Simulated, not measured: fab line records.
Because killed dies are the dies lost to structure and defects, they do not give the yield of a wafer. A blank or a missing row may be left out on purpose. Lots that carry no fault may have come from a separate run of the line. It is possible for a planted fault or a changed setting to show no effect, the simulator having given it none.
Struck lot and sound lot, side by side || flow ritCmos || 17 steps out of a route of 202
Sound: wafers L615.1, L615.3, L615.5. Wafers L619.1, L619.2, L619.3 were the ones struck. Last of all comes the cause.
For every step that has rows: the tool of each side, followed by ch and its chambers, followed by its first start. Under that, the readings that differ: sound wafers || struck wafers || difference of the means || sigmas: that difference in standard deviations of wafers without a fault.
alike: same words and numbers on both sides, and readings whose means sit less than 2 such deviations apart. not compared: any withheld reading, any reading some wafer has no value for, any bound like >300 that may hide the same value, and any number with overlapping values for which the record gives no deviation.
The two part at a step that has a row with sigmas, a row that says differs or no value, or rows on one side only. Non-overlapping numbers with no deviation appear without sigmas and do not part them. A reading missing from all wafers of one side parts the sides only when that side holds two or more wafers.

first, 2 steps without rows for these wafers: RIT_NRETRO_HARDBAKE_07 (time 120 s); RIT_NRETRO_IMPLANT_08.
RIT_NRETRO_STRIP_09: strips in O2, time 180 s.
  sound on plasmaAsher-04 ch 0,1, day 4 00:38; struck on plasmaAsher-02 ch 0,1, day 4 19:35
  alike: drypumpMotorCurrentA
  not compared: rfHoursCounterH
RIT_NRETRO_TW_MEAS_10:
  sound on filmMetro-03 at day 4 00:49; struck on filmMetro-03 at day 4 19:46
  alike: NRETRO_TW
then, 6 steps without rows for these wafers: RIT_PRETRO_HMDS_00 (prime time 60 s); RIT_PRETRO_COAT_01 (resist thk 1300 nm); RIT_PRETRO_SOFTBAKE_02 (time 60 s); RIT_PRETRO_EXPOSE_03 (exposes mask M5, target cd 43700 nm); RIT_PRETRO_PEB_04; RIT_PRETRO_DEVELOP_05 (develop time 68 s).
RIT_PRETRO_OVL_MEAS_06:
  sound on overlay-01 at day 4 01:58; struck on overlay-02 at day 4 20:42
  alike: PRETRO_OVL
then, 1 step without rows for these wafers: RIT_PRETRO_HARDBAKE_07 (time 120 s).
RIT_PRETRO_IMPLANT_08:
  sound on implanter-02 ch 0, day 4 02:15; struck on implanter-02 ch 0, day 4 20:59
{"reading": "doseIonsCm2", "sound": "1.1995e+13 1.1992e+13 1.2003e+13", "struck": "9.983e+12 9.973e+12 9.956e+12", "difference": -2.026e+12, "sigmas": "-99 or more"}
{"reading": "faradayCurrentUA", "sound": "36.4 37.4 38.3", "struck": "31.6 32.1 31.4", "difference": -5.7, "sigmas": -8}
RIT_PRETRO_STRIP_09: strips in O2, time 180 s.
  sound on plasmaAsher-02 ch 0,1, day 4 02:24; struck on plasmaAsher-03 ch 0,1, day 4 21:08
  alike: drypumpMotorCurrentA
  not compared: rfHoursCounterH
RIT_PRETRO_TW_MEAS_10:
  sound on filmMetro-02 at day 4 02:35; struck on filmMetro-02 at day 4 21:19
{"reading": "PRETRO_TW", "sound": "480 483 477", "struck": "455 459 456", "difference": -23, "sigmas": -4}
then, 1 step without rows for these wafers: RIT_GATE_WET_ETCH_00 (etches SiO2 in BOE, target depth 56 nm, time 60 s).
RIT_M1_PROBE_99:
  sound on prober-02 at day 5 09:28; struck on prober-01 at day 6 03:33
{"reading": "model.etest.nmos_0p3.rOnOhmUm", "sound": "2195 2198 2179", "struck": "2136 2167 2156", "difference": -38, "sigmas": ""}
{"reading": "model.etest.nmos_0p3.driveUaUm", "sound": "212.6 214.7 214.2", "struck": "230.5 232 226.8", "difference": "+15.9", "sigmas": ""}
{"reading": "model.etest.nmosNarrow.driveUaUm", "sound": "204.7 205.1 203.9", "struck": "221.2 223.9 219.7", "difference": "+17.0", "sigmas": ""}
{"reading": "model.etest.ring.quietLog10A (angstrom)", "sound": "-7.607 -7.726 -7.722", "struck": "-7.806 -8.027 -7.809", "difference": -0.196, "sigmas": ""}
{"reading": "model.etest.nmos_0p3.offLog10AUm", "sound": "-13.18 -13.14 -13.17", "struck": "-13.07 -12.9 -12.98", "difference": "+0.18", "sigmas": ""}
{"reading": "model.etest.gateEndArray.leakLog10AUm", "sound": "-13 -13.01 -13.08", "struck": "-12.86 -12.78 -12.88", "difference": "+0.19", "sigmas": ""}
  alike: killedAtContacts, killedAtFrontEnd, killedDies, killedOpen, killedShort
  not compared: model.etest.nmos_0p15.offLog10AUm, model.etest.retroEdgeNmos.offLog10AUm

== WHERE THEY PART ==
Last at RIT_PRETRO_TW_MEAS_10 as far as this record goes, first at RIT_PRETRO_IMPLANT_08. Later steps at which nothing parts them and some readings are alike: RIT_M1_PROBE_99.

WHY: the cause the simulator had injected
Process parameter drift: implanter-02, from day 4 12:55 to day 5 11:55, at RIT_PRETRO_IMPLANT_08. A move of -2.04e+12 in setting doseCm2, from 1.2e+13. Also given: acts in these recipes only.
